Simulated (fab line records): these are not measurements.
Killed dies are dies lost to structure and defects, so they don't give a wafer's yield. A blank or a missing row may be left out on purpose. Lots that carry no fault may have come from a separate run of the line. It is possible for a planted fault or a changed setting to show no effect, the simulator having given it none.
Struck lot and sound lot, side by side || flow rit_cmos || 16 out of 202 route steps
Sound: the wafers L273.1, L273.2, L273.3. The struck wafers were L283.2, L283.4, L283.6. The cause is named last.
Each step with rows lists, per side, the tool, then ch with its chambers, then its first start. Under that, the readings that differ: sound wafers || struck wafers || difference of the means || sigmas: that difference in standard deviations of wafers without a fault.
alike: a reading whose means differ by less than 2 such deviations, as well as words and numbers matching on both sides. not compared: withheld readings; readings where some wafer has no value; bounds like >300 that might hide an equal value; numbers whose values overlap and for which the record gives no deviation.
Wherever a step has rows on one side only, a row that says differs or no value, or a row with sigmas, the two part there. Numbers that don't overlap but have no deviation are shown without sigmas and don't part them. A reading missing from all wafers of one side parts the sides only when that side holds two or more wafers.

first, 4 steps without rows for these wafers: RIT_ACTIVE_SOFTBAKE_07 (time 60 s); RIT_ACTIVE_EXPOSE_08 (exposes mask M1, target cd 1400 nm); RIT_ACTIVE_PEB_09; RIT_ACTIVE_DEVELOP_10 (develop time 50 s).
RIT_ACTIVE_CD_MEAS_11: target cd 1400 nm.
  sound on cd_sem-01, day 2 05:26; struck on cd_sem-01, day 4 08:15
{"reading": "cd_nm (nm)", "sound": "1406.8 1402.0 1402.9", "struck": "1398.4 1398.5 1396.9", "difference": -6.0, "sigmas": -3}
then, 1 step without rows for these wafers: RIT_ACTIVE_HARDBAKE_12 (time 60 s).
RIT_ACTIVE_ETCH_13: etches Si3N4 in SF6, stops on SiO2, time 210 s, target depth 210 nm.
  sound on rie_diel-01 ch 0,2,3, day 2 05:43; struck on rie_diel-04 ch 1,3, day 4 08:30
  alike: SF6_flow_sccm, chamber_pressure_mTorr, drypump_motor_current_A, oes_product_au, throttle_valve_pct
  not compared: rf_hours_counter_h
RIT_ACTIVE_STRIP_14: strips in O2, time 180 s.
  sound on plasma_asher-01 ch 0,1, day 2 05:50; struck on plasma_asher-04 ch 0,1, day 4 08:38
  alike: chamber_pressure_mTorr, drypump_motor_current_A
  not compared: rf_hours_counter_h
RIT_ACTIVE_CD_MEAS_90: target cd 1400 nm.
  sound on cd_sem-02, day 2 06:01; struck on cd_sem-01, day 4 08:50
{"reading": "cd_nm (nm)", "sound": "1406.4 1402.2 1403.4", "struck": "1398.4 1399.1 1397.1", "difference": -5.8, "sigmas": -3}
then, 3 steps without rows for these wafers: RIT_ACTIVE_CLEAN_15 (cleans in SC1, time 600 s); RIT_ACTIVE_CLEAN_16 (cleans in dHF, time 30 s); RIT_ACTIVE_CLEAN_17 (cleans in SC2, time 600 s).
RIT_FOX1_OXIDATION_00: target thk 350.7 nm, ox time 1130 s.
  sound on furnace-04 ch 0, day 2 08:41; struck on furnace-04 ch 0, day 4 09:38
{"reading": "spike_tc_centre_C (C)", "sound": "1101.1 1101.1 1101.4", "struck": "1063.4 1060.0 1060.5", "difference": -39.9, "sigmas": -33}
{"reading": "spike_tc_load_C (C)", "sound": "1127.8 1126.1 1128.4", "struck": "1084.5 1088.6 1085.7", "difference": -41.2, "sigmas": -27}
{"reading": "spike_tc_source_C (C)", "sound": "1131 1134 1131", "struck": "1091 1091 1092", "difference": -41, "sigmas": -9}
{"reading": "tube_center_temp_C (C)", "sound": "1100.2 1100 1100", "struck": "1060.1 1060 1060.1", "difference": -40.0, "sigmas": "-99 or more"}
{"reading": "tube_center_temp_C_max", "sound": "1103.3 1102.5 1103.0", "struck": "1062.6 1062.6 1062.9", "difference": -40.2, "sigmas": -89}
{"reading": "zone_power_load_pct (%)", "sound": "46.3 47.1 46.8", "struck": "43.1 43.1 41.6", "difference": -4.1, "sigmas": -4}
{"reading": "model.SiO2_of_FOX1_OXIDATION_00.thk_nm (nm)", "sound": "361.8 355.8 355.9", "struck": "285.4 283.7 278.3", "difference": -75.4, "sigmas": ""}
RIT_FOX1_THK_MEAS_01:
  sound on film_metro-01, day 2 10:00; struck on film_metro-03, day 4 10:58
{"reading": "FOX1_OXIDE_THK (nm)", "sound": "362 356 356", "struck": "286 284 278", "difference": -75, "sigmas": -13}
then, 1 step without rows for these wafers: RIT_FOX1_WET_ETCH_02 (etches SiO2 in BOE, target depth 350 nm, time 390 s).
RIT_M1_PROBE_99:
  sound on prober-02, day 4 07:19; struck on prober-02, day 6 08:58
{"reading": "model.etest.pplus_sal.width_nm (nm)", "sound": "3440 3446 3456", "struck": "3497 3514 3514", "difference": "+61", "sigmas": ""}
{"reading": "model.etest.nplus_sal.width_nm (nm)", "sound": "3437 3432 3424", "struck": "3515 3509 3501", "difference": "+77", "sigmas": ""}
{"reading": "model.etest.pldd.width_nm (nm)", "sound": "3161 3186 3170", "struck": "3206 3237 3204", "difference": "+43", "sigmas": ""}
{"reading": "model.etest.nldd.width_nm (nm)", "sound": "3172 3178 3183", "struck": "3213 3231 3197", "difference": "+36", "sigmas": ""}
  alike: killed_at_contacts, killed_at_front_end, killed_dies, killed_open, killed_short
  not compared: model.etest.pmos_narrow.drive_ua_um

== WHERE THEY PART ==
Last at RIT_FOX1_THK_MEAS_01 as far as this record goes, first at RIT_ACTIVE_CD_MEAS_11. Later steps at which nothing parts them and some readings are alike: RIT_M1_PROBE_99.

WHY: what the simulator had put in
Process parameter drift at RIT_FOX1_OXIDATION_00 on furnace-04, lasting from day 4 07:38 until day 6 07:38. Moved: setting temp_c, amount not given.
